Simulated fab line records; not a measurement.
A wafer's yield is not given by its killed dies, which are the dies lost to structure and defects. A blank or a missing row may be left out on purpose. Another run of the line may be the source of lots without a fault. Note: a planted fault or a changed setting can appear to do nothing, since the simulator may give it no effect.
A sampling plan put to the test    flow berkeleyCmos170    one line in one fab, 25 faults in these records, each fault weighed on the records of the lots it struck
The plan consists of the line's own looks: route steps at which the wafer is read by a gauge or an inspection but not changed. Where struck wafers have a number at a look and the file lists that look's usual mean and standard deviation on fault-free wafers, the look can be judged. Caught: at a look after the fault's first step, the mean of the struck wafers lies 4 or more of those standard deviations (sigma) from the usual mean. On the tool: the identical test, applied to the tool's own readings at the steps of the fault. Caught also covers a different recipe on the struck wafers, or a record left blank for those wafers only.

THE FAULTS, as the simulator had put them in
1. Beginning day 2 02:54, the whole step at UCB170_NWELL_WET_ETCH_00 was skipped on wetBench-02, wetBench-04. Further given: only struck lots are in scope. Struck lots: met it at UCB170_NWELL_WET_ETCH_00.
2. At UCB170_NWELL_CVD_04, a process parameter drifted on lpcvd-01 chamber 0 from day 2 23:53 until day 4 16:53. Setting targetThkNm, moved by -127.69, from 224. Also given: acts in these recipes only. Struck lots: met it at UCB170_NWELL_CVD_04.
3. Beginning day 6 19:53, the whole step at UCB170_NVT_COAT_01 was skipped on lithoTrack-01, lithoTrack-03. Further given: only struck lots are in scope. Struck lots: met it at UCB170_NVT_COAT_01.
4. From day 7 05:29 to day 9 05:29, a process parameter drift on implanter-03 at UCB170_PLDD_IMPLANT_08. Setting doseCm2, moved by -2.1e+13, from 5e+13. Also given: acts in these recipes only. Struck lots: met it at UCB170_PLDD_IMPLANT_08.
5. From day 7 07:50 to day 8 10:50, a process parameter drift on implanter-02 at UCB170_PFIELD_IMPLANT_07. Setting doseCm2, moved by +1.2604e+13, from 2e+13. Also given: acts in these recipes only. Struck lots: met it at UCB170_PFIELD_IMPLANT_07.
6. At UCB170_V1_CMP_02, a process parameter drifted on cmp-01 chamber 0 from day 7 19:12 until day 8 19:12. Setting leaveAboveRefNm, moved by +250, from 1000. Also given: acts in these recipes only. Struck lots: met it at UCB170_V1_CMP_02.
7. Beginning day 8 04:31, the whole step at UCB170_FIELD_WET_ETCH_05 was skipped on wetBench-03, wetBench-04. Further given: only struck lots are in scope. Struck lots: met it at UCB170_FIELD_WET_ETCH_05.
8. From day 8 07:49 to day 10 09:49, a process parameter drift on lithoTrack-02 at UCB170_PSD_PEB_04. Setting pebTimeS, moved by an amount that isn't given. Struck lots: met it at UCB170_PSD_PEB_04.
9. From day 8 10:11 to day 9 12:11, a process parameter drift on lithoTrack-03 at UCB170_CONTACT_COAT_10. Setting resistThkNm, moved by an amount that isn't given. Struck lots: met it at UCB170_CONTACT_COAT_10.
10. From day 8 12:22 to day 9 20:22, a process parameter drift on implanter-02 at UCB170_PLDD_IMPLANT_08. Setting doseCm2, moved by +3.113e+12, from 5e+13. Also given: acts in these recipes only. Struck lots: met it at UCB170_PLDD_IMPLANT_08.
11. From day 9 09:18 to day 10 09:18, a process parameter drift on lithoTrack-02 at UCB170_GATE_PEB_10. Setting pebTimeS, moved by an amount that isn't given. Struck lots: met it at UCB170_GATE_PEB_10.
12. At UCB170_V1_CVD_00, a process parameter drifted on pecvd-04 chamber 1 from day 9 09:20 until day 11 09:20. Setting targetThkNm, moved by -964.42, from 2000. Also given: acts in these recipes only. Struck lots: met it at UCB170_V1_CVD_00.
13. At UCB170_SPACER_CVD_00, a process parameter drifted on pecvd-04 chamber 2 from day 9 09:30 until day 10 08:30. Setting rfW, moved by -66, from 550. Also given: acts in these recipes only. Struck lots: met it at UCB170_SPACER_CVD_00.
14. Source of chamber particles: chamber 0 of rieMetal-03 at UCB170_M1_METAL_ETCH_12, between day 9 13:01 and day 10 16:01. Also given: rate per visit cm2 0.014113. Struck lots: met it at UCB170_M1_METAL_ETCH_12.
15. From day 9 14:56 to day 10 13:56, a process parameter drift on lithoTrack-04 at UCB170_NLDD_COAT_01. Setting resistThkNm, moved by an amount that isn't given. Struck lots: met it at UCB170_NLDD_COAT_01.
16. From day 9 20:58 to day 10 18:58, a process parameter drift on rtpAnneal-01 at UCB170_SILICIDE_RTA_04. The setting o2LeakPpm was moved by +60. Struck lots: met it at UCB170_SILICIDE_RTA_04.
17. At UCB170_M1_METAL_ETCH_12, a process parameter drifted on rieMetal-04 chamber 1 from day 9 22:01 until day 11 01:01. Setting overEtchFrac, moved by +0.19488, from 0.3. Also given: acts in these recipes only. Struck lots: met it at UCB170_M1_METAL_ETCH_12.
18. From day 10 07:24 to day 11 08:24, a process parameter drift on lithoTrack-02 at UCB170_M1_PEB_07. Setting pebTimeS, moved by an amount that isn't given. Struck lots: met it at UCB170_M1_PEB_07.
19. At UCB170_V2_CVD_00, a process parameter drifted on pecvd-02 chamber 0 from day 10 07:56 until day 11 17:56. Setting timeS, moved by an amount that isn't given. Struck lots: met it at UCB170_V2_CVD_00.
20. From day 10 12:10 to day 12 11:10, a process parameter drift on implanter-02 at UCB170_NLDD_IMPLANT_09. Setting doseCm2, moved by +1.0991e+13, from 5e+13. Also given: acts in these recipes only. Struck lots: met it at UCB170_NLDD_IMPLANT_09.
21. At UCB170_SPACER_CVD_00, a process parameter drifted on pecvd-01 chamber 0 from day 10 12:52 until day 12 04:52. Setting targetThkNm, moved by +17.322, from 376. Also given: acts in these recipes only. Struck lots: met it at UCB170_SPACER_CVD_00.
22. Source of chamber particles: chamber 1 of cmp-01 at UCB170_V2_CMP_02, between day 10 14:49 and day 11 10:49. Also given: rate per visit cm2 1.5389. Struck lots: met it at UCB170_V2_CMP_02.
23. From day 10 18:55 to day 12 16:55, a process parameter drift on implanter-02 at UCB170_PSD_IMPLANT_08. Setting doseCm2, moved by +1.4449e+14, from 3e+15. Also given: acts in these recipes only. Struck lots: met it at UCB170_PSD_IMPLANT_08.
24. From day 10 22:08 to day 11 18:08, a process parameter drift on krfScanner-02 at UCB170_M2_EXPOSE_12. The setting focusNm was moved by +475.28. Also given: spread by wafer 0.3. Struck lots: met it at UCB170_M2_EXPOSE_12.
25. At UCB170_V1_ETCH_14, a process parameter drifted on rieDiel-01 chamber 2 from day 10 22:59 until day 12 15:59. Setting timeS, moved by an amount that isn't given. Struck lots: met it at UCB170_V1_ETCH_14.

WHAT THE PLAN SAW
fault  on the tool itself                                first look that catches it                       reading, sigma                                                 median hours from its first step to that look  hours from the fault's start to the first struck lot there  judged looks passed uncaught
1      no reading that can be judged                     no look after it can be judged                   -                                                              -                                              -                                                           0
2      under 2 sigma                                     UCB170_NWELL_THK_MEAS_05                         NWELL_NITRIDE_THK -57                                          1.9                                            5                                                           0
3      the tool's record is blank for the struck wafers  UCB170_PVT_TW_MEAS_09                            PVT_TW +36                                                     5.2                                            6                                                           0
4      doseIonsCm2 -99 or beyond sigma                   UCB170_PLDD_TW_MEAS_11                           PLDD_TW -8.0                                                   0.4                                            8                                                           0
5      doseIonsCm2 +99 or beyond sigma                   UCB170_PFIELD_TW_MEAS_09                         PFIELD_TW +21                                                  0.2                                            4                                                           0
6      under 2 sigma                                     UCB170_V1_THK_MEAS_04                            V1_POLISHED_THK +99 or beyond                                  0.4                                            3                                                           0
7      no reading that can be judged                     no look after it can be judged                   -                                                              -                                              -                                                           0
8      heaterPowerTotalW +99 or beyond sigma             UCB170_PSD_CD_MEAS_06                            cdNm -21                                                       0.3                                            4                                                           0
9      under 2 sigma                                     UCB170_CONTACT_CD_MEAS_15                        cdNm +29                                                       1.1                                            4                                                           0
10     doseIonsCm2 +62 sigma                             UCB170_SDANNEAL_RS_MEAS_04                       PLDD_RS -10                                                    13.6                                           20                                                          0
11     under 2 sigma                                     UCB170_GATE_CD_MEAS_12                           cdNm -16                                                       0.3                                            6                                                           0
12     under 2 sigma                                     UCB170_V1_THK_MEAS_01                            V1_TEOS_THK -34                                                0.2                                            23                                                          0
13     rfFwdPowerW -24 sigma                             not the one look that can be judged after it     strongest: SPACER_TEOS_THK at UCB170_SPACER_THK_MEAS_01, -2.2  -                                              -                                                           1
14     under 2 sigma                                     not the one look that can be judged after it     -                                                              -                                              -                                                           1
15     under 2 sigma                                     UCB170_NLDD_CD_MEAS_06                           cdNm -6.2                                                      0.9                                            8                                                           0
16     chamberO2Ppm +99 or beyond sigma                  no look after it can be judged                   -                                                              -                                              -                                                           0
17     only faintly: oesProductAu -3.6 sigma             no look after it can be judged                   -                                                              -                                              -                                                           0
18     heaterPowerTotalW +99 or beyond sigma             UCB170_M1_CD_MEAS_09                             cdNm +14                                                       0.3                                            3                                                           0
19     runLengthS +59 sigma                              UCB170_V2_THK_MEAS_01                            V2_TEOS_THK +9.2                                               0.2                                            5                                                           0
20     doseIonsCm2 +99 or beyond sigma                   UCB170_SDANNEAL_RS_MEAS_05                       NLDD_RS -30                                                    12.3                                           17                                                          1
21     under 2 sigma                                     UCB170_SPACER_THK_MEAS_01                        SPACER_TEOS_THK +4.0                                           0.0                                            5                                                           0
22     under 2 sigma                                     none of the 2 looks that can be judged after it  strongest: M3_AL_RS at UCB170_M3_RS_MEAS_02, +2.2              -                                              -                                                           2
23     doseIonsCm2 +44 sigma                             UCB170_SDANNEAL_RS_MEAS_02                       PSD_RS -10                                                     6.4                                            10                                                          0
24     exposureDoseMJCm2 -13 sigma                       UCB170_M2_CD_MEAS_15                             cdNm -6.3                                                      0.5                                            16                                                          0
25     runLengthS +80 sigma                              no look after it can be judged                   -                                                              -                                              -                                                           0
A dash: the fault isn't caught, or these records don't give the number.

Caught at a look: 17 of 25. Caught on the tool: 13 of 25. By one or the other: 20 of 25.
Faults caught by the tool alone: 13, 16, 25.
Caught at a look alone: faults 2, 6, 9, 11, 12, 15, 21.
Caught by neither: faults 1, 7, 14, 17, 22.

THINNER SAMPLING
If the look that catches a fault measured only every second or every third lot, by lot number, the first struck lot would be measured this late in the worst case:
fault  struck lots at that look, in order of time  every lot  every second lot  every third lot
2      L994                                        5 h        may miss it       may miss it
3      L465, L469, L467                            6 h        may miss all 3    9 h
4      L372, L374                                  8 h        may miss all 2    may miss all 2
5      L582, L584                                  4 h        may miss all 2    may miss all 2
6      L136, L133                                  3 h        9 h               may miss all 2
8      L179, L184                                  4 h        32 h              may miss all 2
9      L717, L718                                  4 h        5 h               may miss all 2
10     L578, L582, L580                            20 h       may miss all 3    32 h
11     L422, L424                                  6 h        may miss all 2    may miss all 2
12     L824                                        23 h       may miss it       may miss it
15     L752, L753                                  8 h        15 h              may miss all 2
18     L709, L710                                  3 h        8 h               may miss all 2
19     L928, L929                                  5 h        7 h               may miss all 2
20     L279, L276                                  17 h       20 h              may miss all 2
21     L112                                        5 h        may miss it       may miss it
23     L449, L448                                  10 h       12 h              may miss all 2
24     L638                                        16 h       may miss it       may miss it
The hour figures run from when the fault began to the first measured lot among those it struck. Since the struck wafers were tested as one group against 4 sigma, a single lot by itself may lie under the limit. Other struck lots may not be in these records.

THE LONGEST TIMED WAY FROM STEP TO LOOK
Fault 10: the median time between UCB170_PLDD_IMPLANT_08 and UCB170_SDANNEAL_RS_MEAS_04 is 13.6 hours. No look between them can be judged.
